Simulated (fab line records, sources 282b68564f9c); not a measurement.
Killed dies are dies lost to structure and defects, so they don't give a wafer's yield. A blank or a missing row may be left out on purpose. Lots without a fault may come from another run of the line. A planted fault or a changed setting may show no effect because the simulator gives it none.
fab line records | flow rit_cmos
record lots=6 wafers=18 last_day=7
route steps=202 shown SILICIDE@167 CONTACT@168 M1@184
lots that met no fault: from a run of the same line without faults
start_h: hours from the record's first day to the start of the lot's first wafer shown | wait_h: hours since the lot's step before | " the same as in the row above | L1.1+2: a row that stands for several wafers | - no value, or no start given | * or withheld: withheld | < > ~ a bound
route shown NAME@n: a module of which the file shows steps, and the number in the route of the first | usual: mean/standard deviation of fault-free wafers | same: alike in all rows | chamber/n: place in a boat | sites: the reading at each site | _std_site: their standard deviation | _edge_site: outer sites' mean less inner sites' | radius_mm: how far each site lies from the wafer's centre | mask NAME#n: copy n | behind: the tool/chamber that last shaped the wafer | hold: why the lot was held/for how many hours/how that ended | device: the transistor (n, p or np) that didn't switch | end of line: the same wafers' tests at the end of the route | a step without rows: its recipe alone | killed: dies lost to structure and defects at the first sort, not the wafer's yield | map: a wafer's dies, x killed, . not, _ none there
set.NAME: the setting as run; set.NAME@STEP: as run at that earlier step | model.NAME: the simulator's own value behind a step, which no gauge read
lots at some steps of the route; a table a step, a row a wafer
services: from which hour (start_h, from the record's first day; less than 0 if before it) a tool's chamber was out of use, for how many hours, and why
## steps
# step RIT_SILICIDE_RTA_06
# recipe temp_c=750 time_s=10 idle_temp_c=25 ramp_up_s=5 ramp_down_s=10 cool_to_c=25 ambient=N2
# usual wafer_temp_C_max=753.0/0.93
# same time_s=10
# columns lot.wafer tool chamber start_h wait_h wafer_temp_C_max
L315.1 rtp_anneal-01 0 55.93 0.0 752.1
L315.2 " 0 " " 752.0
L315.3 " 0 " " 752.8
L316.4 rtp_anneal-02 0 60.92 0.0 752.5
L316.5 " 0 " " 752.5
L316.6 " 0 " " 753.3
L327.1 rtp_anneal-01 0 115.32 0.0 751.6
L327.4 " 0 " " 752.2
L327.5 " 0 " " 752.3
L331.1 rtp_anneal-01 0 134.80 0.0 753.8
L331.3 " 0 " " 751.9
L331.4 " 0 " " 753.0
L332.1 rtp_anneal-02 0 140.31 0.0 754.1
L332.2 " 0 " " 754.3
L332.4 " 0 " " 753.9
L336.2 rtp_anneal-02 0 159.97 0.0 754.2
L336.5 " 0 " " 752.9
L336.6 " 0 " " 753.8
# step RIT_CONTACT_CVD_00
# recipe material=SiO2 target_thk_nm=400 precursor=TEOS temp_c=390 time_s=61 rf_w=400
# usual heater_power_w=321/43
# same time_s=61
# columns lot.wafer tool chamber start_h wait_h heater_power_w
L315.1 pecvd-04 0 56.00 0.1 269
L315.2 " 1 " " 348
L315.3 " 2 " " 294
L316.4 pecvd-03 0 60.98 0.0 292
L316.5 " 1 " " 364
L316.6 " 2 " " 408
L327.1 pecvd-04 1 115.39 0.1 264
L327.4 " 0 " " 239
L327.5 " 2 " " 347
L331.1 pecvd-03 0 134.86 0.1 337
L331.3 " 1 " " 402
L331.4 " 1 " " 306
L332.1 pecvd-01 2 140.38 0.1 301
L332.2 " 1 " " 335
L332.4 " 2 " " 316
L336.2 pecvd-04 2 160.02 0.0 294
L336.5 " 1 " " 334
L336.6 " 0 " " 296
# step RIT_CONTACT_THK_MEAS_01
# recipe reads=SiO2_of_CONTACT_CVD_00
# usual CONTACT_TEOS_THK=398/5.2
# columns lot.wafer tool chamber start_h wait_h CONTACT_TEOS_THK[nm]
L315.1 film_metro-02 - 56.05 0.0 395
L315.2 " - " " 397
L315.3 " - " " 394
L316.4 film_metro-02 - 61.03 0.0 406
L316.5 " - " " 402
L316.6 " - " " 400
L327.1 film_metro-02 - 115.44 0.0 398
L327.4 " - " " 404
L327.5 " - " " 402
L331.1 film_metro-02 - 134.91 0.0 397
L331.3 " - " " 395
L331.4 " - " " 397
L332.1 film_metro-02 - 140.43 0.0 397
L332.2 " - " " 405
L332.4 " - " " 404
L336.2 film_metro-04 - 160.08 0.0 398
L336.5 " - " " 401
L336.6 " - " " 407
# step RIT_CONTACT_HMDS_02
# recipe prime_time_s=60 prime_temp_c=140
# step RIT_CONTACT_COAT_03
# recipe resist=NOVOLAK spin_rpm=3250 resist_thk_nm=1000
# step RIT_CONTACT_SOFTBAKE_04
# recipe resist=NOVOLAK temp_c=90 time_s=60
# step RIT_CONTACT_EXPOSE_05
# recipe mask_id=M11 na=0.6 source_shape=conventional sigma_outer=0.5 target_cd_nm=1000 dose_mj=250
# step RIT_CONTACT_PEB_06
# recipe resist=NOVOLAK temp_c=withheld time_s=withheld
# step RIT_CONTACT_DEVELOP_07
# recipe resist=NOVOLAK develop_time_s=120 dev_temp_c=23
# step RIT_CONTACT_CD_MEAS_08
# recipe target_cd_nm=1000
# usual cd_nm=1000.0/2.1
# columns lot.wafer tool chamber start_h wait_h cd_nm
L315.1 cd_sem-01 - 57.08 - 1002.5
L315.2 " - " " 1000.5
L315.3 " - " " 1001.7
L316.4 cd_sem-01 - 62.20 - 1001.6
L316.5 " - " " 1002.9
L316.6 " - " " 1001.6
L327.1 cd_sem-02 - 116.55 - 1004.0
L327.4 " - " " 1002.8
L327.5 " - " " 1001.4
L331.1 cd_sem-02 - 136.06 - 1000.5
L331.3 " - " " 998.8
L331.4 " - " " 1001.8
L332.1 cd_sem-02 - 141.58 - 998.7
L332.2 " - " " 998.2
L332.4 " - " " 998.8
L336.2 cd_sem-01 - 161.25 - 1001.1
L336.5 " - " " 1000.4
L336.6 " - " " 998.3
# step RIT_CONTACT_OVL_MEAS_09
# usual CONTACT_OVL=-1.9/1.5
# columns lot.wafer tool chamber start_h wait_h CONTACT_OVL[nm]
L315.1 overlay-02 - 57.20 0.1 -0.9
L315.2 " - " " -1.5
L315.3 " - " " -3.6
L316.4 overlay-01 - 62.28 0.1 -2.2
L316.5 " - " " -1.7
L316.6 " - " " -1.5
L327.1 overlay-02 - 116.67 0.1 -2.8
L327.4 " - " " -2.6
L327.5 " - " " -3.7
L331.1 overlay-02 - 136.18 0.1 -3.4
L331.3 " - " " -2.3
L331.4 " - " " -3.1
L332.1 overlay-02 - 141.70 0.1 -2.0
L332.2 " - " " -1.0
L332.4 " - " " -1.8
L336.2 overlay-01 - 161.35 0.1 -2.6
L336.5 " - " " -1.1
L336.6 " - " " -1.1
# step RIT_CONTACT_HARDBAKE_10
# recipe resist=NOVOLAK temp_c=140 time_s=60
# step RIT_CONTACT_ETCH_11
# recipe target_depth_a=4800 over_etch_frac=0.2 stop_on=TiSi2 chemistry=CHF3/CF4/Ar target=SiO2 CHF3_flow_sccm=50 cf4_flow_sccm=10 Ar_flow_sccm=100 O2_flow_sccm=5 pressure_mtorr=100 rf_w=200 time_s=320
# usual drypump_motor_current_A=5.9/0.45 oes_product_au=0.985/0.016 throttle_valve_pct=8.82/0.1
# same time_s=320
# columns lot.wafer tool chamber start_h wait_h drypump_motor_current_A oes_product_au rf_hours_counter_h throttle_valve_pct
L315.1 rie_diel-01 1 57.38 0.1 5.7 1.017 4 8.80
L315.2 " 0 " " 5.9 1.003 56 8.64
L315.3 " 3 " " 5.2 0.953 43 8.92
L316.4 rie_diel-04 1 62.55 0.1 5.3 0.990 - 8.76
L316.5 " 3 " " 6.1 0.997 - 8.81
L316.6 " 2 " " 6.6 0.991 - 8.72
L327.1 rie_diel-01 1 117.01 0.1 5.7 1.005 6 8.80
L327.4 " 2 " " 5.5 1.004 8 8.76
L327.5 " 3 " " 5.1 0.961 - 8.92
L331.1 rie_diel-01 0 136.61 0.1 5.9 1.009 58 8.64
L331.3 " 3 " " 5.2 0.961 45 8.92
L331.4 " 1 " " 5.7 1.013 6 8.80
L332.1 rie_diel-04 3 141.89 0.1 6.1 0.991 137 8.79
L332.2 " 1 " " 5.3 0.990 59 8.77
L332.4 " 1 " " 5.4 0.986 - 8.78
L336.2 rie_diel-04 1 161.61 0.1 5.4 0.986 60 8.77
L336.5 " 3 " " 6.1 0.989 - 8.81
L336.6 " 2 " " 6.6 0.993 - 8.73
# step RIT_CONTACT_STRIP_12
# recipe chemistry=O2 time_s=180 resist=NOVOLAK platen_temp_c=withheld power_w=500 pressure_mtorr=4000 o2_flow_sccm=4000
# usual drypump_motor_current_A=5.5/0.58
# same time_s=180
# columns lot.wafer tool chamber start_h wait_h drypump_motor_current_A rf_hours_counter_h
L315.1 plasma_asher-01 0 57.58 0.1 5.2 40
L315.2 " 1 " " 5.3 40
L315.3 " 0 " " 5.2 -
L316.4 plasma_asher-02 1 62.70 0.1 6.6 -
L316.5 " 0 " " 5.3 -
L316.6 " 1 " " 6.6 -
L327.1 plasma_asher-01 1 117.20 0.1 5.3 47
L327.4 " 1 " " 5.3 -
L327.5 " 0 " " 5.2 -
L331.1 plasma_asher-01 1 136.81 0.1 5.3 49
L331.3 " 0 " " 5.2 -
L331.4 " 1 " " 5.3 -
L332.1 plasma_asher-02 1 142.08 0.1 6.6 51
L332.2 " 0 " " 5.3 51
L332.4 " 1 " " 6.6 -
L336.2 plasma_asher-01 0 161.80 0.1 5.2 52
L336.5 " 0 " " 5.3 -
L336.6 " 1 " " 5.3 -
# step RIT_CONTACT_CD_MEAS_90
# recipe target_cd_nm=1000
# usual cd_nm=1000.0/2.1
# columns lot.wafer tool chamber start_h wait_h cd_nm
L315.1 cd_sem-01 - 57.75 0.1 1002.5
L315.2 " - " " 1000.5
L315.3 " - " " 1001.8
L316.4 cd_sem-02 - 62.88 0.1 1001.7
L316.5 " - " " 1002.7
L316.6 " - " " 1001.2
L327.1 cd_sem-01 - 117.38 0.1 1002.6
L327.4 " - " " 1002.9
L327.5 " - " " 1001.2
L331.1 cd_sem-02 - 136.98 0.1 1000.8
L331.3 " - " " 999.0
L331.4 " - " " 1001.6
L332.1 cd_sem-02 - 142.26 0.1 998.3
L332.2 " - " " 998.4
L332.4 " - " " 998.9
L336.2 cd_sem-02 - 162.00 0.1 1001.0
L336.5 " - " " 1000.4
L336.6 " - " " 997.8
# step RIT_CONTACT_CLEAN_13
# recipe chemistry=SC1 mix=3:3:50 time_s=600 temp_c=75
# step RIT_CONTACT_CLEAN_14
# recipe chemistry=SC2 mix=3:3:50 time_s=600 temp_c=75 dry=n2_spin
# step RIT_M1_SPUTTER_00
# recipe material=Al target_thk_nm=400 power_w=2000 chamber_pressure_pa=0.4 gas=Ar time_s=500 substrate_temp_c=25
# usual throttle_valve_pct=30.9/1.1
# same time_s=500
# columns lot.wafer tool chamber start_h wait_h throttle_valve_pct
L315.1 pvd_sputter-04 - 58.22 0.0 30.3
L315.2 " - " " 32.4
L315.3 " - " " 31.1
L316.4 pvd_sputter-01 - 63.29 0.0 29.6
L316.5 " - " " 29.7
L316.6 " - " " 30.3
L327.1 pvd_sputter-02 - 117.85 0.0 30.6
L327.4 " - " " 30.7
L327.5 " - " " 30.8
L331.1 pvd_sputter-02 - 137.45 0.0 30.4
L331.3 " - " " 30.7
L331.4 " - " " 30.6
L332.1 pvd_sputter-04 - 142.75 0.0 32.3
L332.2 " - " " 31.1
L332.4 " - " " 32.7
L336.2 pvd_sputter-04 - 162.48 0.0 31.2
L336.5 " - " " 30.1
L336.6 " - " " 32.4
# step RIT_M1_RS_MEAS_01
# recipe thk_meas_gauge=four-point-probe reads=Al_of_M1_SPUTTER_00
# usual M1_AL_RS=0.0731/0.00071
# columns lot.wafer tool chamber start_h wait_h M1_AL_RS[ohm/sq]
L315.1 film_metro-04 - 58.52 0.1 0.0742
L315.2 " - " " 0.0749
L315.3 " - " " 0.0739
L316.4 film_metro-04 - 63.65 0.2 0.0744
L316.5 " - " " 0.0743
L316.6 " - " " 0.0732
L327.1 film_metro-04 - 118.14 0.1 0.0740
L327.4 " - " " 0.0733
L327.5 " - " " 0.0729
L331.1 film_metro-04 - 137.75 0.1 0.0734
L331.3 " - " " 0.0730
L331.4 " - " " 0.0729
L332.1 film_metro-01 - 143.04 0.1 0.0730
L332.2 " - " " 0.0727
L332.4 " - " " 0.0724
L336.2 film_metro-04 - 162.80 0.2 0.0728
L336.5 " - " " 0.0736
L336.6 " - " " 0.0729
# step RIT_M1_THK_MEAS_02
# recipe thk_meas_gauge=xrf reads=Al_of_M1_SPUTTER_00
# usual M1_AL_THK=404/3.9
# columns lot.wafer tool chamber start_h wait_h M1_AL_THK[nm]
L315.1 film_metro-04 - 58.64 0.1 398
L315.2 " - " " 392
L315.3 " - " " 399
L316.4 film_metro-04 - 63.74 0.1 396
L316.5 " - " " 397
L316.6 " - " " 407
L327.1 film_metro-04 - 118.26 0.1 400
L327.4 " - " " 404
L327.5 " - " " 406
L331.1 film_metro-04 - 137.87 0.1 404
L331.3 " - " " 405
L331.4 " - " " 405
L332.1 film_metro-01 - 143.16 0.1 402
L332.2 " - " " 406
L332.4 " - " " 409
L336.2 film_metro-04 - 162.91 0.1 406
L336.5 " - " " 403
L336.6 " - " " 404
# step RIT_M1_HMDS_03
# recipe prime_time_s=60 prime_temp_c=140
# step RIT_M1_COAT_04
# recipe resist=NOVOLAK spin_rpm=2000 resist_thk_nm=1300
# step RIT_M1_SOFTBAKE_05
# recipe resist=NOVOLAK temp_c=90 time_s=60
# step RIT_M1_EXPOSE_06
# recipe mask_id=M12 na=0.6 source_shape=conventional sigma_outer=0.5 target_cd_nm=2600 dose_mj=250
# step RIT_M1_PEB_07
# recipe resist=NOVOLAK temp_c=withheld time_s=withheld
# step RIT_M1_DEVELOP_08
# recipe resist=NOVOLAK develop_time_s=68 dev_temp_c=23
# step RIT_M1_CD_MEAS_09
# recipe target_cd_nm=2600
# usual cd_nm=2599.6/2
# columns lot.wafer tool chamber start_h wait_h cd_nm
L315.1 cd_sem-02 - 59.81 - 2596.5
L315.2 " - " " 2596.6
L315.3 " - " " 2596.8
L316.4 cd_sem-02 - 65.00 - 2600.9
L316.5 " - " " 2600.0
L316.6 " - " " 2600.6
L327.1 cd_sem-02 - 119.20 - 2599.3
L327.4 " - " " 2599.6
L327.5 " - " " 2599.7
L331.1 cd_sem-02 - 138.93 - 2598.5
L331.3 " - " " 2597.8
L331.4 " - " " 2598.9
L332.1 cd_sem-01 - 144.42 - 2602.4
L332.2 " - " " 2600.7
L332.4 " - " " 2601.9
L336.2 cd_sem-01 - 163.86 - 2601.3
L336.5 " - " " 2599.6
L336.6 " - " " 2601.0
# step RIT_M1_OVL_MEAS_10
# usual M1_OVL=1.5/1.2
# columns lot.wafer tool chamber start_h wait_h M1_OVL[nm]
L315.1 overlay-02 - 59.93 0.1 1.5
L315.2 " - " " 0.7
L315.3 " - " " 1.6
L316.4 overlay-01 - 65.08 0.1 1.2
L316.5 " - " " 2.1
L316.6 " - " " 2.8
L327.1 overlay-01 - 119.32 0.1 2.1
L327.4 " - " " 2.3
L327.5 " - " " 1.4
L331.1 overlay-01 - 139.05 0.1 3.5
L331.3 " - " " 2.2
L331.4 " - " " 0.9
L332.1 overlay-01 - 144.54 0.1 1.8
L332.2 " - " " 1.5
L332.4 " - " " 1.5
L336.2 overlay-02 - 163.96 0.1 1.3
L336.5 " - " " 1.2
L336.6 " - " " 1.0
# step RIT_M1_HARDBAKE_11
# recipe resist=NOVOLAK temp_c=140 time_s=120
# step RIT_M1_METAL_ETCH_12
# recipe stop_on=SiO2 chemistry=Cl2/BCl3 target=Al time_s=165 over_etch_frac=0.5 pressure_mtorr=100 target_depth_a=6000 rf_w=250 Cl2_flow_sccm=60 bcl3_flow_sccm=50
# step RIT_M1_STRIP_13
# recipe chemistry=nmp resist=NOVOLAK temp_c=80 time_s=600 dry=n2_spin
# step RIT_M1_STRIP_14
# recipe chemistry=O2 time_s=180 platen_temp_c=withheld power_w=500 pressure_mtorr=4000 o2_flow_sccm=4000
# usual drypump_motor_current_A=5.3/0.35
# same time_s=180
# columns lot.wafer tool chamber start_h wait_h drypump_motor_current_A rf_hours_counter_h
L315.1 plasma_asher-01 0 60.58 0.0 5.2 41
L315.2 " 1 " " 5.3 41
L315.3 " 1 " " 5.3 -
L316.4 plasma_asher-04 0 65.75 0.1 5.7 -
L316.5 " 1 " " 4.7 -
L316.6 " 0 " " 5.7 -
L327.1 plasma_asher-04 0 119.95 0.0 5.7 35
L327.4 " 1 " " 4.7 -
L327.5 " 0 " " 5.7 -
L331.1 plasma_asher-04 0 139.67 0.0 5.7 37
L331.3 " 0 " " 5.7 -
L331.4 " 1 " " 4.7 -
L332.1 plasma_asher-01 0 145.16 0.0 5.3 50
L332.2 " 1 " " 5.3 50
L332.4 " 0 " " 5.2 -
L336.2 plasma_asher-03 0 164.60 0.0 5.6 3
L336.5 " 1 " " 5.6 -
L336.6 " 0 " " 5.6 -
# step RIT_M1_CD_MEAS_90
# recipe target_cd_nm=2600
# usual cd_nm=2599.8/2.4
# columns lot.wafer tool chamber start_h wait_h cd_nm
L315.1 cd_sem-02 - 60.76 0.1 2596.5
L315.2 " - " " 2596.2
L315.3 " - " " 2596.8
L316.4 cd_sem-02 - 65.92 0.1 2603.4
L316.5 " - " " 2601.1
L316.6 " - " " 2598.5
L327.1 cd_sem-02 - 120.12 0.1 2598.3
L327.4 " - " " 2598.4
L327.5 " - " " 2597.6
L331.1 cd_sem-01 - 139.85 0.1 2600.1
L331.3 " - " " 2596.5
L331.4 " - " " 2600.0
L332.1 cd_sem-02 - 145.33 0.1 2602.9
L332.2 " - " " 2598.1
L332.4 " - " " 2599.6
L336.2 cd_sem-01 - 164.79 0.1 2603.0
L336.5 " - " " 2600.9
L336.6 " - " " 2601.3
# step RIT_M1_ANNEAL_15
# recipe temp_c=450 time_s=1800 ambient=forming_gas_H2N2
# step RIT_M1_BOW_MEAS_16
# recipe mode=bow
# usual M1_BOW=15/6
# columns lot.wafer tool chamber start_h wait_h M1_BOW[um]
L315.1 film_metro-04 - 62.38 0.0 8
L315.2 " - " " 6
L315.3 " - " " 18
L316.4 film_metro-04 - 67.54 0.1 16
L316.5 " - " " 6
L316.6 " - " " 8
L327.1 film_metro-01 - 121.74 0.0 12
L327.4 " - " " 6
L327.5 " - " " 22
L331.1 film_metro-02 - 141.47 0.0 17
L331.3 " - " " 15
L331.4 " - " " 10
L332.1 film_metro-04 - 146.95 0.0 19
L332.2 " - " " 3
L332.4 " - " " 10
L336.2 film_metro-02 - 166.41 0.0 18
L336.5 " - " " 11
L336.6 " - " " 15
# step RIT_M1_PROBE_99
# usual killed_at_contacts=0.1/0.36 killed_at_front_end=7/3.4 killed_dies=7/3.4 killed_open=3.3/2 killed_short=3.8/2.4
# same gross_dies=264 killed_at_M0_to_M3=0 killed_at_M4_up=0 killed_at_back_side=0 killed_at_other=0
# columns lot.wafer tool chamber start_h wait_h killed_at_contacts killed_at_front_end killed_dies killed_open killed_short
L316.4 prober-02 - 67.75 0.2 0 6 6 3 3
L316.5 prober-02 - 67.80 0.2 0 6 6 3 3
L316.6 prober-02 - 67.85 0.2 0 2 2 1 1
L327.1 prober-01 - 121.86 0.1 0 2 2 2 0
L327.4 prober-01 - 122.01 0.2 1 8 9 3 6
L327.5 prober-01 - 122.06 0.2 28 12 40 4 8
L331.3 prober-01 - 141.69 0.2 29 2 31 1 1
L332.1 prober-02 - 147.07 0.1 0 11 11 4 7
L332.2 prober-02 - 147.12 0.1 0 8 8 5 3
L332.4 prober-02 - 147.22 0.2 0 17 17 7 10
# killed by level:class
L316.4 SILICIDE:geometric_particle:short=2 SILICIDE:geometric_particle:open=2 GATE:geometric_particle:short=1 SPACER:geometric_particle:open=1
L316.5 GATE:geometric_particle:short=3 FOX2:geometric_particle:open=1 REOX:geometric_particle:open=1 SPACER:geometric_particle:open=1
L316.6 GATE:geometric_particle:short=1 SILICIDE:geometric_particle:open=1
L327.1 GATE:geometric_particle:open=1 SPACER:geometric_particle:open=1
L327.4 SILICIDE:geometric_particle:short=3 GATE:geometric_particle:open=2 FOX1:geometric_particle:open=1 GATE:geometric_particle:short=1 REOX:geometric_particle:short=1 CONTACT:geometric_particle:short=1
L327.5 CONTACT:unspecified=28 GATE:geometric_particle:short=2 SPACER:geometric_particle:open=2 SILICIDE:geometric_particle:short=2 FOX1:geometric_particle:short=1 FOX2:geometric_particle:open=1 FOX2:geometric_particle:short=1 REOX:geometric_particle:short=1
L331.3 CONTACT:unspecified=29 FOX1:geometric_particle:short=1 SPACER:geometric_particle:open=1
L332.1 FOX1:geometric_particle:short=4 GATE:geometric_particle:short=3 GATE:geometric_particle:open=3 SPACER:geometric_particle:open=1
L332.2 GATE:geometric_particle:short=3 GATE:geometric_particle:open=3 FOX2:geometric_particle:open=1 SILICIDE:geometric_particle:open=1
L332.4 GATE:geometric_particle:short=6 GATE:geometric_particle:open=4 FOX1:geometric_particle:short=3 FOX1:geometric_particle:open=1 REOX:geometric_particle:short=1 SPACER:geometric_particle:open=1 SILICIDE:geometric_particle:open=1
# map L327.5 (x killed, . not)
________......._______
_____...........x.____
____....x.........x___
___.................__
__.....x....x........_
__.....xx............_
_..xxxxxxx............
_..xxxxxx...........x.
_.x.xxxxx...x.x.......
_...xxxx...........x..
__.x........x........_
__......x............_
___.................__
____.x..x..........___
_____....x........____
________......._______
# map L331.3 (x killed, . not)
________......._______
_____.............____
____...............___
___.................__
__..................._
__..xxx.x............_
_...xxxxx.............
_..xxxxxxx..x.........
_..xxxxxx......x......
_...xxxxx.............
__.....x............._
__...x..............._
___.................__
____...............___
_____.............____
________......._______
## services
# columns tool chamber start_h hours kind
pvd_sputter-01 - 36.59 2.3 repair
plasma_asher-01 - 53.02 4.2 repair
pvd_sputter-01 - 54.37 4.9 repair
pecvd-04 - 54.49 0.5 repair
rie_diel-01 2 57.08 3.8 repair
pvd_sputter-02 - 87.69 9.4 repair
plasma_asher-03 - 108.75 9.0 pm
plasma_asher-03 0 108.75 9.0 vent_cycle
plasma_asher-03 1 108.75 9.0 vent_cycle
rie_diel-04 0 112.06 - clean
rie_diel-04 0 112.06 14.5 scheduled_down
rie_diel-04 0 112.06 14.5 vent_cycle
plasma_asher-03 0 117.75 - clean
plasma_asher-03 1 117.75 - clean
pecvd-04 0 120.28 13.7 repair
pecvd-01 2 121.96 3.6 repair
plasma_asher-03 - 137.99 23.6 repair
rie_diel-04 0 139.15 9.6 repair
rie_diel-01 - 146.37 2.8 pm
## key
first_sign step=RIT_M1_PROBE_99 reading=killed_at_contacts direction=up sigmas=28 usual=0.1 struck=28.5
effect step=RIT_M1_PROBE_99 reading=killed_dies direction=up sigmas=8.4 usual=7 struck=36
met_at RIT_CONTACT_ETCH_11
struck_wafers L327.5,L331.3
tester_left_out L327,L331
onset_between 57.38 117.01
fault kind=chamber_particle_source tool=rie_diel-01 chamber=3 onset_h=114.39 steps=RIT_CONTACT_ETCH_11 rate_per_visit_cm2=0.73581 end_h=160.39
# tester_left_out: of these lots the tester's yield and bins aren't shown, on N5 and GAA mostly nor the transistor test; their killed dies are dies lost to structure and defects alone, not to doping, threshold or leakage, so they don't give the yield
